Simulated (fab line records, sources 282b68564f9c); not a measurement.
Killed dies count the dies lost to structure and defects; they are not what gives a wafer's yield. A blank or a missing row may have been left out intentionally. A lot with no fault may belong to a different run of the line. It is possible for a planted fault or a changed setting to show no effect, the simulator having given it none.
Problem report in the 8D (eight disciplines) form, filled by code | flow rit cmos | the parts of the form that need people (team, actions taken, sign-off) are left out

== 1. PROBLEM STATEMENT ==
Wafers free of any fault read 250.7 nm (standard deviation 2.4) for SPACER_NITRIDE_THK at RIT_SPACER_THK_MEAS_04, against a mean of 434.3 nm on 6 wafers of 2 lots. That is +77 standard deviations from the usual mean.
The first sign was on wafer L117.1 at day 5 00:28, on film metro-02. The record has a number at this step for 42 wafers belonging to 14 lots. By rule, "out" or "out of limits" means more than 4 standard deviations away from the usual mean. All remaining wafers that have a number are taken as sound.

== 2. WHAT IT IS; WHAT IT IS NOT ==
question                    | is                           | is not
which readings at this step | SPACER_NITRIDE_THK           | -
which lots                  | L117, L119                   | L109, L110, L111, L112, L113, L115, L118, L123, L126, L127, L130, L132
which wafers of those lots  | all that have a number       | -
read on which gauges        | film metro-02, film metro-03 | film metro-04
when                        | from day 5 00:28             | up to then (18 sound wafers); but 18 sound wafers of L118, L123, L126, L127, L130, L132 came after

== 3. THE SUSPECTS, EACH WITH WHAT RULES IT OUT ==
Counting: a tool at any process step up to the reading remains a suspect when it ran all the lots that are out and ran no sound lot after the first of those.
- the gauge at RIT_SPACER_THK_MEAS_04 has been ruled out. The wafers that are out were read on 2 gauges (film metro-02, film metro-03).
- litho track-03 at RIT_PRETRO_SOFTBAKE_02 (time 62.57 s): ruled out as a lasting fault. After its first lot that is out, L117 (day 4 08:25), sound lots L123, L127 ran on it.
- lpcvd-02 at RIT_SPACER_CVD_03 (deposits Si3N4 from SiH2Cl2/NH3, target thk 250 nm, time 3300 s): ruled out as a lasting fault. After its first lot that is out, L117 (day 4 22:32), sound lots L132 ran on it.
Left after counting: nothing in the record.

== 4. THE CAUSE (what the simulator had put in) ==
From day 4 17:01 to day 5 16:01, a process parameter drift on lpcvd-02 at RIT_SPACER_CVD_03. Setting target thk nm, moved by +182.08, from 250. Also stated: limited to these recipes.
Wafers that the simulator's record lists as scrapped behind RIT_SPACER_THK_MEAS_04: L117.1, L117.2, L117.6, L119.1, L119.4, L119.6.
Counting ruled it out, wrongly: the rule takes a fault to strike every lot that its tool runs from its start on, and this one did not.

== 5. SEQUENCE OF EFFECTS, ordered by route ==
One row per reading whose mean, taken over the struck wafers that have a number, lies over 3 standard deviations from the usual. Scope: only readings with a usual standard deviation given in the record; hours: median across lots of the time from each lot's start at the first step in this table that gives one to its start at this step; sigmas: change in usual standard deviations.
hours | step                   | reading            | usual    | on struck wafers | change | sigmas
0     | RIT_SPACER_THK_MEAS_04 | SPACER_NITRIDE_THK | 250.7 nm | 434.3            | +183.6 | +77

== 6. HOW IT WOULD HAVE BEEN CAUGHT EARLIER ==
7 hours passed between the start of the fault at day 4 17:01 and the first reading out of limits at a measuring or inspecting step in this record, taken at day 5 00:28.
An alarm limit of 4 standard deviations would not have fired on the tool readings at RIT_SPACER_CVD_03 for which the record gives a usual standard deviation, since none of them was out on any struck wafer.
